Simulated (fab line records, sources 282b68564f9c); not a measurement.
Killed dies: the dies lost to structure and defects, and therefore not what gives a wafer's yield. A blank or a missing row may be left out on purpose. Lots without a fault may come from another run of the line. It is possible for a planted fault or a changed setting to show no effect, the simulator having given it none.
fab line records	flow rit_cmos
record lots=6	wafers=18	last_day=7
route steps=202 shown NWELL@35 PWELL@39 WELLDRIVE@50 NRETRO@53 M1@202
lots that met no fault: from a run of the same line without faults
start_h: hours from the record's first day to the start of the lot's first wafer shown	wait_h: hours elapsed since this lot's preceding step	" same as the row above	L1.1+2: several wafers, shown together as one row	- no value present, or no start provided	* or withheld: withheld	< > ~ a bound
route shown NAME@n: NAME is a module with steps in the file, n the number in the route of the first one	usual: mean and standard deviation over wafers with no fault	same: alike in all rows	chamber/n: place in a boat	sites: each site's reading	_std_site: the standard deviation of these	_edge_site: outer sites' mean less inner sites'	radius_mm: for every site, how far away it sits from the centre of the wafer	mask NAME#n: copy n	behind: the last tool/chamber to shape the wafer	hold: reason for holding the lot/hours on hold/outcome of the hold	device: which transistor (n, p or np) failed to switch	end of line: tests of these same wafers at the route's end	a step without rows: its recipe alone	killed: the dies lost at the first sort to structure and to defects; this is not the yield of the wafer	map: a wafer's dies, marking killed ones x, the rest . and places with no die _
set.NAME: the setting as run; set.NAME@STEP: as run at that earlier step	model.NAME: the simulator's own value behind a step, which no gauge read
lots at selected steps of the route; one table per step, one row per wafer
services: when a tool's chamber went out of use (start_h, in hours from the record's first day, below 0 if earlier), for how many hours, and the reason
## steps
# step RIT_NWELL_HARDBAKE_07
# recipe resist=NOVOLAK	temp_c=140	time_s=120
# step RIT_NWELL_IMPLANT_08
# recipe species=P	energy_kev=171	dose_cm2=5e+13	tilt_deg=7
# step RIT_NWELL_STRIP_09
# recipe chemistry=O2	time_s=180	resist=NOVOLAK	platen_temp_c=withheld	power_w=500	pressure_mtorr=4000	o2_flow_sccm=4000
# usual drypump_motor_current_A=6.08/0.2
lot.wafer	tool	chamber	start_h	wait_h	drypump_motor_current_A	rf_hours_counter_h
L340.2	plasma_asher-04	0	29.45	0.1	6.02	34
L340.5	"	1	"	"	6.42	-
L340.6	"	0	"	"	5.99	-
L345.1	plasma_asher-04	0	52.48	0.1	6.01	37
L345.3	"	1	"	"	6.37	-
L345.5	"	1	"	"	6.41	-
L346.4	plasma_asher-03	1	56.80	0.1	5.97	-
L346.5	"	0	"	"	6.13	-
L346.6	"	1	"	"	5.96	-
L348.1	plasma_asher-03	0	68.18	0.1	6.14	29
L348.4	"	0	"	"	6.14	-
L348.5	"	0	"	"	6.16	-
L350.2	plasma_asher-04	0	77.50	0.1	6.04	40
L350.3	"	0	"	"	6.05	-
L350.6	"	1	"	"	6.37	-
L360.1	plasma_asher-03	1	131.11	0.1	5.97	36
L360.5	"	0	"	"	6.14	-
L360.6	"	1	"	"	5.97	-
# step RIT_NWELL_TW_MEAS_10
# usual NWELL_TW=2149/34
lot.wafer	tool	chamber	start_h	wait_h	NWELL_TW
L340.2	film_metro-03	-	29.64	0.1	2191
L340.5	"	-	"	"	2177
L340.6	"	-	"	"	2195
L345.1	film_metro-03	-	52.66	0.1	2193
L345.3	"	-	"	"	2181
L345.5	"	-	"	"	2192
L346.4	film_metro-01	-	56.95	0.1	2115
L346.5	"	-	"	"	2102
L346.6	"	-	"	"	2112
L348.1	film_metro-01	-	68.36	0.1	2095
L348.4	"	-	"	"	2111
L348.5	"	-	"	"	2117
L350.2	film_metro-03	-	77.68	0.1	2194
L350.3	"	-	"	"	2191
L350.6	"	-	"	"	2181
L360.1	film_metro-01	-	131.29	0.1	2114
L360.5	"	-	"	"	2117
L360.6	"	-	"	"	2112
# step RIT_PWELL_HMDS_00
# recipe prime_time_s=60	prime_temp_c=140
# step RIT_PWELL_COAT_01
# recipe resist=NOVOLAK	spin_rpm=2000	resist_thk_nm=1300
# step RIT_PWELL_SOFTBAKE_02
# recipe resist=NOVOLAK	temp_c=90	time_s=59.02
# step RIT_PWELL_EXPOSE_03
# recipe mask_id=M3	na=0.57	target_cd_nm=43700	dose_mj=250
# step RIT_PWELL_PEB_04
# recipe resist=NOVOLAK	temp_c=withheld	time_s=withheld
# step RIT_PWELL_DEVELOP_05
# recipe resist=NOVOLAK	develop_time_s=68	dev_temp_c=23
# step RIT_PWELL_OVL_MEAS_06
# usual PWELL_OVL=-0.1/1.6
lot.wafer	tool	chamber	start_h	wait_h	PWELL_OVL[nm]
L340.2	overlay-01	-	30.70	-	0.8
L340.5	"	-	"	"	0.6
L340.6	"	-	"	"	1.1
L345.1	overlay-02	-	53.64	-	4.0
L345.3	"	-	"	"	2.4
L345.5	"	-	"	"	1.3
L346.4	overlay-02	-	57.87	-	-0.3
L346.5	"	-	"	"	-2.5
L346.6	"	-	"	"	0.4
L348.1	overlay-01	-	69.42	-	-0.2
L348.4	"	-	"	"	-1.7
L348.5	"	-	"	"	0.9
L350.2	overlay-02	-	78.86	-	1.0
L350.3	"	-	"	"	1.6
L350.6	"	-	"	"	1.8
L360.1	overlay-01	-	132.36	-	1.8
L360.5	"	-	"	"	-1.9
L360.6	"	-	"	"	-1.7
# step RIT_PWELL_HARDBAKE_07
# recipe resist=NOVOLAK	temp_c=140	time_s=120
# step RIT_PWELL_IMPLANT_08
# recipe species=B	energy_kev=170	dose_cm2=7e+13	tilt_deg=7
# usual beam_on_s=9.97/0.22	faraday_current_uA=223/4.7
lot.wafer	tool	chamber	start_h	wait_h	beam_on_s	faraday_current_uA
L340.2	implanter-03	0	31.00	0.2	9.78	228
L340.5	"	0	"	"	10.27	216
L340.6	"	0	"	"	10.34	216
L345.1	implanter-04	0	53.93	0.2	10.02	223
L345.3	"	0	"	"	9.86	225
L345.5	"	0	"	"	9.70	229
L346.4	implanter-04	0	58.22	0.2	9.06	244
L346.5	"	0	"	"	8.85	251
L346.6	"	0	"	"	9.03	245
L348.1	implanter-04	0	69.71	0.2	9.05	246
L348.4	"	0	"	"	9.01	245
L348.5	"	0	"	"	9.02	247
L350.2	implanter-03	0	79.17	0.2	9.91	224
L350.3	"	0	"	"	10.06	222
L350.6	"	0	"	"	10.01	223
L360.1	implanter-03	0	132.80	0.2	9.89	224
L360.5	"	0	"	"	9.87	224
L360.6	"	0	"	"	10.11	220
# step RIT_PWELL_STRIP_09
# recipe chemistry=O2	time_s=180	resist=NOVOLAK	platen_temp_c=withheld	power_w=500	pressure_mtorr=4000	o2_flow_sccm=4000
# usual drypump_motor_current_A=6.00/0.29
lot.wafer	tool	chamber	start_h	wait_h	drypump_motor_current_A	rf_hours_counter_h
L340.2	plasma_asher-02	1	31.13	0.1	5.73	39
L340.5	"	1	"	"	5.72	-
L340.6	"	0	"	"	6.05	-
L345.1	plasma_asher-01	0	54.08	0.1	5.65	42
L345.3	"	0	"	"	5.66	-
L345.5	"	1	"	"	5.66	-
L346.4	plasma_asher-01	1	58.35	0.1	5.64	-
L346.5	"	0	"	"	5.63	-
L346.6	"	1	"	"	5.66	-
L348.1	plasma_asher-02	0	69.86	0.1	6.04	43
L348.4	"	0	"	"	6.05	-
L348.5	"	1	"	"	5.71	-
L350.2	plasma_asher-04	0	79.29	0.1	6.03	40
L350.3	"	1	"	"	6.39	-
L350.6	"	1	"	"	6.39	-
L360.1	plasma_asher-01	1	132.95	0.1	5.66	48
L360.5	"	0	"	"	5.64	-
L360.6	"	1	"	"	5.68	-
# step RIT_PWELL_TW_MEAS_10
# usual PWELL_TW=954/15
lot.wafer	tool	chamber	start_h	wait_h	PWELL_TW
L340.2	film_metro-01	-	31.31	0.1	937
L340.5	"	-	"	"	937
L340.6	"	-	"	"	938
L345.1	film_metro-03	-	54.26	0.1	970
L345.3	"	-	"	"	964
L345.5	"	-	"	"	977
L346.4	film_metro-03	-	58.50	0.1	936
L346.5	"	-	"	"	929
L346.6	"	-	"	"	929
L348.1	film_metro-03	-	70.03	0.1	935
L348.4	"	-	"	"	933
L348.5	"	-	"	"	933
L350.2	film_metro-01	-	79.48	0.1	937
L350.3	"	-	"	"	935
L350.6	"	-	"	"	937
L360.1	film_metro-03	-	133.12	0.1	965
L360.5	"	-	"	"	965
L360.6	"	-	"	"	970
# step RIT_WELLDRIVE_ANNEAL_00
# recipe temp_c=1100	time_s=14700	ambient=N2
# step RIT_WELLDRIVE_RS_MEAS_01
# recipe thk_meas_gauge=four-point-probe
# usual NWELL_RS=275.5/0.84
lot.wafer	tool	chamber	start_h	wait_h	NWELL_RS[ohm/sq]
L340.2	film_metro-04	-	36.65	0.0	275.6
L340.5	"	-	"	"	275.0
L340.6	"	-	"	"	275.1
L345.1	film_metro-04	-	59.77	0.0	274.9
L345.3	"	-	"	"	275.6
L345.5	"	-	"	"	274.2
L346.4	film_metro-03	-	63.84	0.1	275.4
L346.5	"	-	"	"	275.4
L346.6	"	-	"	"	274.7
L348.1	film_metro-03	-	75.41	0.0	275.8
L348.4	"	-	"	"	275.9
L348.5	"	-	"	"	274.6
L350.2	film_metro-03	-	85.38	0.0	276.3
L350.3	"	-	"	"	275.4
L350.6	"	-	"	"	276.3
L360.1	film_metro-01	-	138.45	0.0	274.7
L360.5	"	-	"	"	276.2
L360.6	"	-	"	"	275.3
# step RIT_WELLDRIVE_RS_MEAS_02
# recipe thk_meas_gauge=four-point-probe
# usual PWELL_RS=429.3/1.1
lot.wafer	tool	chamber	start_h	wait_h	PWELL_RS[ohm/sq]
L340.2	film_metro-04	-	36.77	0.1	429.7
L340.5	"	-	"	"	430.1
L340.6	"	-	"	"	429.3
L345.1	film_metro-04	-	59.89	0.1	427.6
L345.3	"	-	"	"	429.6
L345.5	"	-	"	"	428.8
L346.4	film_metro-03	-	63.96	0.1	459.8
L346.5	"	-	"	"	460.6
L346.6	"	-	"	"	460.2
L348.1	film_metro-03	-	75.53	0.1	462.1
L348.4	"	-	"	"	462.5
L348.5	"	-	"	"	462.1
L350.2	film_metro-03	-	85.50	0.1	430.2
L350.3	"	-	"	"	430.0
L350.6	"	-	"	"	430.4
L360.1	film_metro-01	-	138.57	0.1	428.3
L360.5	"	-	"	"	427.7
L360.6	"	-	"	"	427.0
# step RIT_NRETRO_HMDS_00
# recipe prime_time_s=60	prime_temp_c=140
# step RIT_M1_PROBE_99
# usual killed_at_contacts=0.0/0.2	killed_at_front_end=6.6/2.8	killed_dies=6.6/2.8	killed_open=3.3/1.9	killed_short=3.2/1.8
# same gross_dies=264	killed_at_M0_to_M3=0	killed_at_M4_up=0	killed_at_back_side=0	killed_at_other=0
lot.wafer	tool	chamber	start_h	wait_h	killed_at_contacts	killed_at_front_end	killed_dies	killed_open	killed_short	model.etest.nmos_0p3.r_on_ohm_um	model.etest.pwell_pinched.rs_ohm_sq	model.etest.pwell.rs_ohm_sq	model.etest.nmos_turned.drive_ua_um	model.etest.nmos_0p15.drive_ua_um	model.etest.nmos_0p3.drive_ua_um	model.etest.nmos_narrow.drive_ua_um	model.etest.well_edge_right.line_ohm_um
L340.2	prober-01	-	66.63	0.1	0	6	6	4	2	2182	457.9	417.1	319.6	455.3	224.6	219.6	183.3
L340.5	prober-01	-	66.78	0.2	0	4	4	0	3	2176	459.2	417.4	327.7	465.8	228.8	221.8	180.7
L340.6	prober-01	-	66.83	0.2	0	8	8	4	4	2130	458.1	415.3	335.1	482.3	231.8	228.8	183.4
L345.1	prober-02	-	88.67	0.1	0	9	9	3	6	2176	460.4	413.9	304.4	474.1	229.2	225.7	179.2
L345.3	prober-02	-	88.77	0.2	0	9	9	4	5	2140	459.2	416.9	319.7	483.4	231.2	227.5	180.5
L345.5	prober-02	-	88.87	0.2	1	5	6	2	4	2107	457	413.2	309.3	487.3	234	228.4	180.2
L346.4	prober-01	-	93.38	0.2	0	8	8	6	2	2051	480.3	444.6	351	498	239.8	231.4	180.6
L346.5	prober-01	-	93.43	0.2	0	8	8	6	2	2056	480.4	445.5	349.6	501	241.9	231.8	176.4
L346.6	prober-01	-	93.48	0.2	0	10	10	7	3	2090	480.9	442.2	346.8	501	241.4	234.6	179.8
L348.1	prober-01	-	105.01	0.1	0	5	5	3	2	2043	490	446.6	363.2	508.6	236.3	235.2	177.3
L348.4	prober-01	-	105.16	0.2	0	7	7	6	1	2073	492.8	439.7	363.4	502.2	239.1	233.6	177.7
L348.5	prober-01	-	105.21	0.2	0	11	11	8	3	2033	490.4	445.4	354.6	501.1	238.3	235.3	178
L350.2	prober-01	-	116.11	0.1	0	5	5	3	2	2176	456.1	416.1	308	453	222.2	222.3	182.4
L350.3	prober-01	-	116.16	0.2	0	5	5	2	3	2111	455.9	414.8	315.5	481.3	234.4	232.5	182.7
L350.6	prober-01	-	116.31	0.2	0	5	5	3	2	2166	461.4	416.5	311.2	455.3	225.8	226.9	183.5
L360.1	prober-01	-	170.63	0.1	0	12	12	5	6	2128	466.1	416.6	338.4	499.4	230.2	224.8	184
L360.5	prober-01	-	170.83	0.2	0	12	12	6	6	2149	456.8	412.6	334.8	487.8	229	223.1	181.2
L360.6	prober-01	-	170.88	0.2	0	9	9	4	5	2170	454.7	413.3	321.4	473.1	219.6	216.6	181.4
# killed by level:class
L340.2 GATE:geometric_particle:open=3 FOX2:geometric_particle:short=1 REOX:geometric_particle:short=1 SPACER:geometric_particle:open=1
L340.5 FOX1:geometric_particle:short=1 GATE:geometric_particle:short=1 REOX:geometric_particle:short=1 GATE:coat_microbubble_printed=1
L340.6 GATE:geometric_particle:open=3 FOX2:geometric_particle:short=1 GATE:geometric_particle:short=1 REOX:geometric_particle:short=1 SPACER:geometric_particle:short=1 SILICIDE:geometric_particle:open=1
L345.1 GATE:geometric_particle:short=5 SILICIDE:geometric_particle:open=2 GATE:geometric_particle:open=1 SPACER:geometric_particle:short=1
L345.3 SPACER:geometric_particle:open=3 FOX2:geometric_particle:short=2 REOX:geometric_particle:short=2 GATE:geometric_particle:open=1 SILICIDE:geometric_particle:short=1
L345.5 FOX2:geometric_particle:open=1 GATE:geometric_particle:short=1 SPACER:geometric_particle:short=1 SILICIDE:geometric_particle:short=1 SILICIDE:geometric_particle:open=1 CONTACT:geometric_particle:short=1
L346.4 SPACER:geometric_particle:open=2 FOX1:geometric_particle:open=1 FOX1:geometric_particle:short=1 FOX2:geometric_particle:short=1 FOX2:geometric_particle:open=1 GATE:geometric_particle:open=1 REOX:geometric_particle:open=1
L346.5 GATE:geometric_particle:open=3 SPACER:geometric_particle:open=2 FOX1:geometric_particle:short=1 REOX:geometric_particle:open=1 SPACER:geometric_particle:short=1
L346.6 GATE:geometric_particle:open=2 SPACER:geometric_particle:open=2 FOX1:geometric_particle:open=1 FOX2:geometric_particle:open=1 GATE:geometric_particle:short=1 REOX:geometric_particle:short=1 REOX:geometric_particle:open=1 SPACER:geometric_particle:short=1
L348.1 GATE:geometric_particle:open=2 FOX2:geometric_particle:short=1 GATE:geometric_particle:short=1 SILICIDE:geometric_particle:open=1
L348.4 SPACER:geometric_particle:open=2 GATE:geometric_particle:open=2 FOX1:geometric_particle:open=1 GATE:geometric_particle:short=1 REOX:geometric_particle:open=1
L348.5 GATE:geometric_particle:open=5 FOX2:geometric_particle:open=3 FOX2:geometric_particle:short=2 GATE:geometric_particle:short=1
L350.2 FOX2:geometric_particle:open=2 FOX1:geometric_particle:short=1 SPACER:geometric_particle:short=1 SPACER:geometric_particle:open=1
L350.3 FOX1:geometric_particle:short=2 ACTIVE:geometric_particle:open=1 GATE:geometric_particle:open=1 GATE:geometric_particle:short=1
L350.6 FOX1:geometric_particle:short=1 GATE:geometric_particle:open=1 GATE:geometric_particle:short=1 REOX:geometric_particle:open=1 SILICIDE:geometric_particle:open=1
L360.1 FOX1:geometric_particle:short=2 GATE:geometric_particle:short=2 GATE:geometric_particle:open=2 SPACER:geometric_particle:open=2 SILICIDE:geometric_particle:short=1 REOX:geometric_particle:open=1 SPACER:geometric_particle:short=1 NLDD:coat_microbubble_printed=1
L360.5 GATE:geometric_particle:short=4 GATE:geometric_particle:open=2 ACTIVE:geometric_particle:open=1 FOX1:geometric_particle:short=1 REOX:geometric_particle:open=1 SPACER:geometric_particle:open=1 SPACER:geometric_particle:short=1 SILICIDE:geometric_particle:open=1
L360.6 GATE:geometric_particle:open=3 GATE:geometric_particle:short=3 FOX1:geometric_particle:short=1 REOX:geometric_particle:open=1 SPACER:geometric_particle:short=1
## services
tool	chamber	start_h	hours	kind
plasma_asher-02	-	9.44	1.0	repair
implanter-04	-	40.73	2.8	repair
plasma_asher-02	-	47.67	6.0	repair
plasma_asher-03	-	57.27	5.9	repair
plasma_asher-02	-	77.79	6.2	repair
plasma_asher-01	-	105.85	1.3	repair
plasma_asher-01	-	108.39	19.9	repair
plasma_asher-02	-	108.75	9.0	pm
plasma_asher-02	0	108.75	9.0	vent_cycle
plasma_asher-02	1	108.75	9.0	vent_cycle
implanter-03	-	111.90	3.0	pm
implanter-03	-	115.48	6.8	pm
plasma_asher-02	0	117.75	-	clean
plasma_asher-02	1	117.75	-	clean
## key
first_sign step=RIT_PWELL_IMPLANT_08	reading=faraday_current_uA	direction=up	sigmas=5	usual=223	struck=246
effect step=RIT_PWELL_IMPLANT_08	reading=beam_on_s	direction=down	sigmas=4.5	usual=9.97	struck=9.00
effect step=RIT_PWELL_TW_MEAS_10	reading=PWELL_TW	direction=down	sigmas=1.5	usual=954	struck=932
effect step=RIT_WELLDRIVE_RS_MEAS_02	reading=PWELL_RS	direction=up	sigmas=29	usual=429.3	struck=461.2
model_effect step=RIT_M1_PROBE_99	value=etest.nmos_0p3.r_on_ohm_um	without=2129	struck=2058
met_at RIT_PWELL_IMPLANT_08
struck_wafers L346.4,L346.5,L346.6,L348.1,L348.4,L348.5
tester_left_out L346,L348
loop_trim step=RIT_M1_EXPOSE_06	setting=dose	lots=L348
onset_between 53.93 58.22
fault kind=process_parameter_drift	tool=implanter-04	chamber=-	onset_h=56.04	steps=RIT_PWELL_IMPLANT_08	channel=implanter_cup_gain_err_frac	offset=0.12	shape=step	end_h=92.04
# tester_left_out: of these lots the tester's yield and bins aren't shown, on N5 and GAA mostly nor the transistor test; their killed dies are dies lost to structure and defects alone, not to doping, threshold or leakage, so they don't give the yield
# loop_trim: a control loop set the setting to another value than it would have without faults
